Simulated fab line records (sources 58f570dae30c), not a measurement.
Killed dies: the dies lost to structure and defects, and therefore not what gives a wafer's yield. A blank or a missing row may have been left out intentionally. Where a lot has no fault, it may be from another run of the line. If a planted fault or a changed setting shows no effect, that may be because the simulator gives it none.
Which tool is to blame? ; flow berkeley_cmos170 ; 14 lots with 42 wafers sampled at 6 steps, on a route of 331 steps

WHAT THE GAUGES SHOWED, per wafer
UCB170_V1_OVL_MEAS_13.
lot;measured;on;V1_OVL (nm)
L394;day 8 18:35;overlay-01;-1 -8 -6
L397;day 9 05:53;overlay-02;3 -4 -4
L398;day 9 06:44;overlay-02;-7 -2 -6
L396;day 9 07:47;overlay-01;3 12 6
L395;day 9 07:52;overlay-02;-10 -4 -3
L403;day 10 17:39;overlay-02;-1 -2 1
L404;day 10 17:56;overlay-01;4 0 -5
L406;day 11 05:40;overlay-02;-1 -6 1
L409;day 11 19:57;overlay-02;-14 -8 -12
L410;day 12 07:23;overlay-02;-13 -12 -2
L413;day 13 04:17;overlay-01;7 -5 9
L416;day 13 14:05;overlay-01;3 4 -4
L415;day 13 16:01;overlay-02;-6 4 3
L417;day 14 02:38;overlay-02;-4 -3 -7

UCB170_M2_THK_MEAS_03: measures by xrf.
lot;measured;on;M2_AL_THK (nm)
L394;day 8 19:19;film_metro-04;901 901 907
L397;day 9 06:36;film_metro-04;917 889 904
L398;day 9 07:26;film_metro-03;912 899 891
L396;day 9 08:30;film_metro-04;908 925 927
L395;day 9 08:35;film_metro-03;889 882 902
L403;day 10 18:22;film_metro-02;886 903 919
L404;day 10 18:38;film_metro-04;916 907 909
L406;day 11 06:23;film_metro-04;910 911 902
L409;day 11 20:39;film_metro-03;891 878 885
L410;day 12 08:05;film_metro-04;902 896 906
L413;day 13 04:59;film_metro-03;913 913 908
L416;day 13 14:47;film_metro-04;928 901 912
L415;day 13 16:44;film_metro-02;925 909 921
L417;day 14 03:20;film_metro-03;893 891 911

UCB170_V2_THK_MEAS_01.
lot;measured;on;V2_TEOS_THK (nm)
L394;day 8 21:43;film_metro-04;1989 2011 1986
L397;day 9 09:19;film_metro-04;1941 1955 1994
L398;day 9 10:13;film_metro-01;1952 1983 1982
L396;day 9 11:40;film_metro-01;1962 1946 1962
L395;day 9 11:50;film_metro-04;1742 1714 1743
L403;day 10 20:52;film_metro-03;1993 1986 2043
L404;day 10 21:07;film_metro-01;1723 1754 1752
L406;day 11 09:02;film_metro-03;1957 1983 1990
L409;day 12 01:23;film_metro-03;1975 1972 1993
L410;day 12 10:36;film_metro-01;1983 1992 2005
L413;day 13 07:32;film_metro-03;2032 2017 2011
L416;day 13 17:23;film_metro-04;1974 1965 2006
L415;day 13 19:49;film_metro-03;2014 2010 2039
L417;day 14 05:58;film_metro-03;1963 1993 1946

UCB170_V2_THK_MEAS_04.
lot;measured;on;V2_POLISHED_THK (nm)
L394;day 8 22:12;film_metro-01;997.4 1000.0 997.5
L397;day 9 09:48;film_metro-03;1001.6 1001.2 1000.1
L398;day 9 10:41;film_metro-03;1001.6 1000.7 1000.3
L396;day 9 12:09;film_metro-04;998.1 999.5 998.1
L395;day 9 12:28;film_metro-01;740.1 737.6 738.2
L403;day 10 21:21;film_metro-04;1001.2 1000.1 999.7
L404;day 10 21:40;film_metro-03;740.8 741.8 740.2
L406;day 11 09:31;film_metro-03;1000.7 998.3 999.3
L409;day 12 01:52;film_metro-01;1000.3 1001.8 1000.6
L410;day 12 11:05;film_metro-04;1000.6 1000.0 1001.6
L413;day 13 08:01;film_metro-01;998.8 998.8 999.5
L416;day 13 17:52;film_metro-01;999.9 999.2 999.8
L415;day 13 20:17;film_metro-04;998.8 1001.6 1000.4
L417;day 14 06:26;film_metro-04;998.8 1000.6 1000.3

TOOL THAT RAN EACH LOT (tool first, then ch and the chambers of the sampled wafers, then the start)
lot;UCB170_V1_STRIP_15;UCB170_V2_CVD_00
L394;plasma_asher-01 ch 0,1, day 8 18:50;pecvd-04 ch 0,1,2, day 8 21:32
L397;plasma_asher-03 ch 0,1, day 9 06:07;pecvd-04 ch 0,1, day 9 09:10
L398;plasma_asher-03 ch 0,1, day 9 06:57;pecvd-02 ch 0,1, day 9 10:03
L396;plasma_asher-01 ch 0,1, day 9 08:01;pecvd-01 ch 1,2, day 9 11:31
L395;plasma_asher-02 ch 0,1, day 9 08:05;pecvd-04 ch 0,2, day 9 11:41
L403;plasma_asher-02 ch 0,1, day 10 17:52;pecvd-02 ch 1,2, day 10 20:42
L404;plasma_asher-03 ch 0,1, day 10 18:10;pecvd-04 ch 1,2, day 10 20:56
L406;plasma_asher-02 ch 0,1, day 11 05:55;pecvd-02 ch 0,1,2, day 11 08:51
L409;plasma_asher-02 ch 1, day 11 20:10;pecvd-02 ch 0,1,2, day 12 01:14
L410;plasma_asher-03 ch 0, day 12 07:36;pecvd-02 ch 0,1, day 12 10:27
L413;plasma_asher-03 ch 0,1, day 13 04:31;pecvd-01 ch 0,1, day 13 07:22
L416;plasma_asher-01 ch 0,1, day 13 14:17;pecvd-02 ch 0,1, day 13 17:14
L415;plasma_asher-03 ch 0,1, day 13 16:14;pecvd-01 ch 0,1,2, day 13 19:39
L417;plasma_asher-03 ch 0,1, day 14 02:51;pecvd-02 ch 0,1,2, day 14 05:48
- UCB170_V1_STRIP_15: strips in O2.
- UCB170_V2_CVD_00: deposits SiO2 from TEOS/O2, target thk 2000 nm, time 250 s.

WHAT THE TOOLS THEMSELVES READ (means of the sampled wafers that have a number; where no wafer has one, the mark that the record gives instead)
UCB170_V1_STRIP_15.
lot;tool;drypump_motor_current_A (A);oes_product_au (a.u.);strip_time_to_endpoint_s (s)
L394;plasma_asher-01;5.8;0.724;15.47
L397;plasma_asher-03;5.7;0.724;15.35
L398;plasma_asher-03;5.8;0.720;15.27
L396;plasma_asher-01;5.6;0.722;15.22
L395;plasma_asher-02;5.5;0.719;15.33
L403;plasma_asher-02;5.5;0.719;15.15
L404;plasma_asher-03;5.7;0.723;15.30
L406;plasma_asher-02;5.5;0.723;15.21
L409;plasma_asher-02;5.2;0.719;15.33
L410;plasma_asher-03;5.8;0.720;15.20
L413;plasma_asher-03;5.7;0.725;15.29
L416;plasma_asher-01;5.9;0.725;15.35
L415;plasma_asher-03;5.7;0.720;15.36
L417;plasma_asher-03;5.7;0.720;15.32

UCB170_V2_CVD_00.
lot;tool;heater_power_w (W)
L394;pecvd-04;201
L397;pecvd-04;231
L398;pecvd-02;300
L396;pecvd-01;313
L395;pecvd-04;277
L403;pecvd-02;243
L404;pecvd-04;168
L406;pecvd-02;233
L409;pecvd-02;261
L410;pecvd-02;292
L413;pecvd-01;248
L416;pecvd-02;255
L415;pecvd-01;278
L417;pecvd-02;257

THE ANSWER, worked out from the rows above alone
Rule: what is usual is taken from the lots themselves. Put in order of their means at a reading, lots are off if they are a third of the lots or fewer, leave a main group of 4 or more, and stand apart from it by a gap of 3 or more times the standard deviation of the main group's means; of several such gaps the widest counts. The tables above print the reading to a certain number of digits; a main group whose means all agree to those digits is not used. Also off: a lot with no number at a reading for which 4 or more lots have one. All remaining lots with rows at the step are treated as sound. After the gauges, taken in route order, come the tools' own readings; for these a lot's mean is taken, as printed above. The first step at which some lot is off is used, and at that step the reading that is off furthest; a lot without a number counts as furthest.
Off: at UCB170_V2_THK_MEAS_01 (V2_TEOS_THK), L395, L404. The main group has a mean of 1986 nm with a standard deviation of 20.
If a tool, at a process step before that reading, ran all the lots that are off and no sound lot after the first of them, it fits. The gauges at UCB170_V2_THK_MEAS_01 are tried like those tools. One fits: pecvd-04 at UCB170_V2_CVD_00. A fault onset in the window from L397 (day 9 09:10, its last sound lot) to L395 (day 9 11:41, its first lot off) fits.

WHAT THE SIMULATOR HAD PUT IN
Site profile drift: pecvd-04, from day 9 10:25 on, at UCB170_V2_CVD_00. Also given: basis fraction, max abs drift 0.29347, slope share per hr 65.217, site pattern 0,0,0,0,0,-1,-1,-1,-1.
Shown lots that were struck: L395, L404. This agrees with what the rule above found.
